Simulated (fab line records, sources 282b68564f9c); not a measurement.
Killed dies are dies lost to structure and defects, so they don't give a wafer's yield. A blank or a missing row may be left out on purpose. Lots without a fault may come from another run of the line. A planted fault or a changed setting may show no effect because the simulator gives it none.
Which tool did it? | flow rit_cmos | 14 lots, 42 wafers sampled, at 6 steps of a route of 202

WHAT THE GAUGES READ, wafer by wafer
RIT_SDANNEAL_RS_MEAS_06: measures by four-point-probe. Usual: PLDD_RS 178.8 ohm/sq, standard deviation 0.53.
lot  | measured    | on            | PLDD_RS (ohm/sq)  | flag
L661 | day 3 07:28 | film_metro-04 | 178.1 178.4 179.1 |
L662 | day 3 13:01 | film_metro-01 | 179.6 178.9 179.8 |
L663 | day 3 23:05 | film_metro-04 | 178.1 178.6 178.7 |
L665 | day 4 02:29 | film_metro-01 | 179.4 179.4 179.8 |
L667 | day 4 11:02 | film_metro-02 | 179.6 178.9 179.1 |
L666 | day 4 12:49 | film_metro-04 | 178.0 178.7 177.9 |
L668 | day 4 16:22 | film_metro-02 | 178.8 179.5 179.0 |
L669 | day 4 19:24 | film_metro-02 | 178.8 179.4 179.4 |
L673 | day 5 17:52 | film_metro-04 | 177.9 178.1 177.9 |
L676 | day 6 05:23 | film_metro-02 | 178.3 178.0 178.4 |
L678 | day 6 18:13 | film_metro-02 | 178.9 178.4 178.3 |
L681 | day 7 07:32 | film_metro-04 | 179.0 178.9 178.5 |
L683 | day 7 21:26 | film_metro-04 | 179.5 179.5 179.8 |
L684 | day 7 22:37 | film_metro-02 | 179.3 179.1 179.2 |

RIT_SILICIDE_RS_MEAS_02: measures by four-point-probe. Usual: SILICIDE_TI_RS 47.7 ohm/sq, standard deviation 0.82.
lot  | measured    | on            | SILICIDE_TI_RS (ohm/sq) | flag
L661 | day 3 07:52 | film_metro-01 | 47.0 47.4 46.4          |
L662 | day 3 13:26 | film_metro-02 | 46.5 47.4 47.0          |
L663 | day 3 23:29 | film_metro-01 | 48.0 47.8 47.5          |
L665 | day 4 02:54 | film_metro-02 | 47.3 49.2 47.5          |
L667 | day 4 11:26 | film_metro-03 | 49.1 49.2 49.0          |
L666 | day 4 13:13 | film_metro-02 | 47.4 47.5 48.5          |
L668 | day 4 16:46 | film_metro-03 | 46.8 48.0 46.7          |
L669 | day 4 19:49 | film_metro-03 | 47.7 48.4 46.8          |
L673 | day 5 18:16 | film_metro-01 | 48.6 48.3 48.6          |
L676 | day 6 05:47 | film_metro-03 | 54.1 55.4 54.9          | OFF
L678 | day 6 18:38 | film_metro-02 | 58.0 59.2 56.6          | OFF
L681 | day 7 07:56 | film_metro-02 | 47.4 47.5 46.7          |
L683 | day 7 21:50 | film_metro-01 | 48.5 48.6 48.5          |
L684 | day 7 23:01 | film_metro-01 | 49.2 47.2 48.6          |

RIT_SILICIDE_THK_MEAS_03: measures by xrf. Usual: SILICIDE_TI_THK 30.3 nm, standard deviation 0.42.
lot  | measured    | on            | SILICIDE_TI_THK (nm) | flag
L661 | day 3 07:57 | film_metro-01 | 30.6 30.5 31.0       |
L662 | day 3 13:33 | film_metro-02 | 31.1 30.6 30.7       |
L663 | day 3 23:36 | film_metro-01 | 30.3 30.4 30.4       |
L665 | day 4 03:01 | film_metro-02 | 30.4 29.4 30.4       |
L667 | day 4 11:33 | film_metro-03 | 29.5 29.5 29.6       |
L666 | day 4 13:20 | film_metro-02 | 30.4 30.3 29.9       |
L668 | day 4 16:52 | film_metro-03 | 30.9 30.0 30.7       |
L669 | day 4 19:55 | film_metro-03 | 30.2 29.8 30.7       |
L673 | day 5 18:23 | film_metro-01 | 30.0 30.2 30.1       |
L676 | day 6 05:53 | film_metro-03 | 27.9 27.3 27.5       | OFF
L678 | day 6 18:45 | film_metro-02 | 26.5 26.1 27.0       | OFF
L681 | day 7 08:03 | film_metro-02 | 30.5 30.5 30.8       |
L683 | day 7 21:57 | film_metro-01 | 30.2 30.1 29.9       |
L684 | day 7 23:08 | film_metro-01 | 29.7 30.6 30.0       |

RIT_CONTACT_CD_MEAS_08: target cd 1000 nm. Usual: cd_nm 999.5 nm, standard deviation 2.
lot  | measured    | on        | cd_nm (nm)           | flag
L661 | day 3 09:25 | cd_sem-01 | 1000.6 1000.2 998.5  |
L662 | day 3 15:06 | cd_sem-02 | 998.2 999.1 1000.1   |
L663 | day 4 00:56 | cd_sem-02 | 994.8 996.2 996.1    |
L665 | day 4 04:32 | cd_sem-01 | 1000.5 1001.4 1000.4 |
L667 | day 4 12:53 | cd_sem-02 | 1001.5 999.7 1002.8  |
L666 | day 4 14:46 | cd_sem-02 | 997.6 999.2 999.0    |
L668 | day 4 18:13 | cd_sem-01 | 999.6 998.9 997.7    |
L669 | day 4 21:34 | cd_sem-01 | 997.3 996.5 996.4    |
L673 | day 5 19:57 | cd_sem-02 | 1001.7 1000.0 999.6  |
L676 | day 6 07:13 | cd_sem-02 | 999.0 998.9 998.2    |
L678 | day 6 20:13 | cd_sem-02 | 997.9 995.8 997.3    |
L681 | day 7 09:26 | cd_sem-01 | 1002.1 1000.7 1003.5 |
L683 | day 7 23:20 | cd_sem-01 | 997.4 997.0 999.1    |
L684 | day 8 00:39 | cd_sem-01 | 999.5 1000.7 997.1   |

WHICH TOOL RAN EACH LOT (tool, then ch and the chambers of the sampled wafers, then the start)
lot  | RIT_GATE_STRIP_20                   | RIT_SILICIDE_SPUTTER_01
L661 | plasma_asher-03 ch 0,1, day 2 19:06 | pvd_sputter-02, day 3 07:39
L662 | plasma_asher-04 ch 0, day 2 21:26   | pvd_sputter-01, day 3 13:17
L663 | plasma_asher-03 ch 0,1, day 3 08:41 | pvd_sputter-01, day 3 23:19
L665 | plasma_asher-03 ch 0,1, day 3 13:50 | pvd_sputter-04, day 4 02:44
L667 | plasma_asher-03 ch 0,1, day 3 21:32 | pvd_sputter-01, day 4 11:16
L666 | plasma_asher-02 ch 0,1, day 3 22:03 | pvd_sputter-02, day 4 13:03
L668 | plasma_asher-04 ch 0,1, day 4 00:54 | pvd_sputter-01, day 4 16:35
L669 | plasma_asher-02 ch 0,1, day 4 04:55 | pvd_sputter-02, day 4 19:38
L673 | plasma_asher-03 ch 0,1, day 5 03:31 | pvd_sputter-04, day 5 18:07
L676 | plasma_asher-03 ch 0,1, day 5 16:59 | pvd_sputter-04, day 6 05:36
L678 | plasma_asher-04 ch 0,1, day 6 04:25 | pvd_sputter-04, day 6 18:29
L681 | plasma_asher-02 ch 0, day 6 18:22   | pvd_sputter-01, day 7 07:47
L683 | plasma_asher-03 ch 1, day 7 07:48   | pvd_sputter-01, day 7 21:40
L684 | plasma_asher-02 ch 0, day 7 09:21   | pvd_sputter-02, day 7 22:52
- RIT_GATE_STRIP_20: strips in O2, time 180 s.
- RIT_SILICIDE_SPUTTER_01: material Ti, target thk 30 nm, time 240 s.

WHAT THE TOOLS THEMSELVES READ (means of the sampled wafers that have a number; where no wafer has one, the mark that the record gives instead)
RIT_GATE_STRIP_20. Usual: drypump_motor_current_A 6.0 A, standard deviation 0.39.
lot  | tool            | drypump_motor_current_A (A) | flag
L661 | plasma_asher-03 | 6.2                         |
L662 | plasma_asher-04 | 6.0                         |
L663 | plasma_asher-03 | 5.9                         |
L665 | plasma_asher-03 | 6.2                         |
L667 | plasma_asher-03 | 6.2                         |
L666 | plasma_asher-02 | 6.3                         |
L668 | plasma_asher-04 | 5.8                         |
L669 | plasma_asher-02 | 6.2                         |
L673 | plasma_asher-03 | 5.9                         |
L676 | plasma_asher-03 | 6.1                         |
L678 | plasma_asher-04 | 5.6                         |
L681 | plasma_asher-02 | 6.1                         |
L683 | plasma_asher-03 | 5.6                         |
L684 | plasma_asher-02 | 6.1                         |

RIT_SILICIDE_SPUTTER_01. Usual: throttle_valve_pct 29.3 %, standard deviation 1.3.
lot  | tool           | throttle_valve_pct (%) | flag
L661 | pvd_sputter-02 | 30.0                   |
L662 | pvd_sputter-01 | 28.1                   |
L663 | pvd_sputter-01 | 27.8                   |
L665 | pvd_sputter-04 | 30.5                   |
L667 | pvd_sputter-01 | 28.3                   |
L666 | pvd_sputter-02 | 30.7                   |
L668 | pvd_sputter-01 | 28.4                   |
L669 | pvd_sputter-02 | 30.0                   |
L673 | pvd_sputter-04 | 30.2                   |
L676 | pvd_sputter-04 | 30.6                   |
L678 | pvd_sputter-04 | 30.1                   |
L681 | pvd_sputter-01 | 27.9                   |
L683 | pvd_sputter-01 | 28.3                   |
L684 | pvd_sputter-02 | 29.6                   |

THE ANSWER, worked out from the rows above alone
Rule: a lot is off if the mean of its wafers that have a number lies more than 3 standard deviations from the usual mean. A lot without any number at a reading at which 4 lots or more have one is off too. The other lots that the step has rows for count as sound. The gauges are gone through in route order, then the tools' own readings, and for those a lot's mean is taken as printed above. The first step at which some lot is off is used, and at that step the reading that is off furthest; a lot without a number counts as furthest.
Off: L676, L678, at RIT_SILICIDE_RS_MEAS_02 (SILICIDE_TI_RS).
A tool fits if, at a process step before that reading, it ran every lot that is off, and no sound lot after the first of them. The gauges at RIT_SILICIDE_RS_MEAS_02 are tried like those tools. One fits: pvd_sputter-04 at RIT_SILICIDE_SPUTTER_01. Its last sound lot is L673 (day 5 18:07), its first lot that is off L676 (day 6 05:36): a fault that began between those two fits.

WHAT THE SIMULATOR HAD PUT IN
Site profile drift: pvd_sputter-04, from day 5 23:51 on, at RIT_SILICIDE_SPUTTER_01. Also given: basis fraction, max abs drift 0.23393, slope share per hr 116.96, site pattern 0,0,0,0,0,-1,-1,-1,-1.
Lots struck among those shown: L676, L678. The rule above found the same.
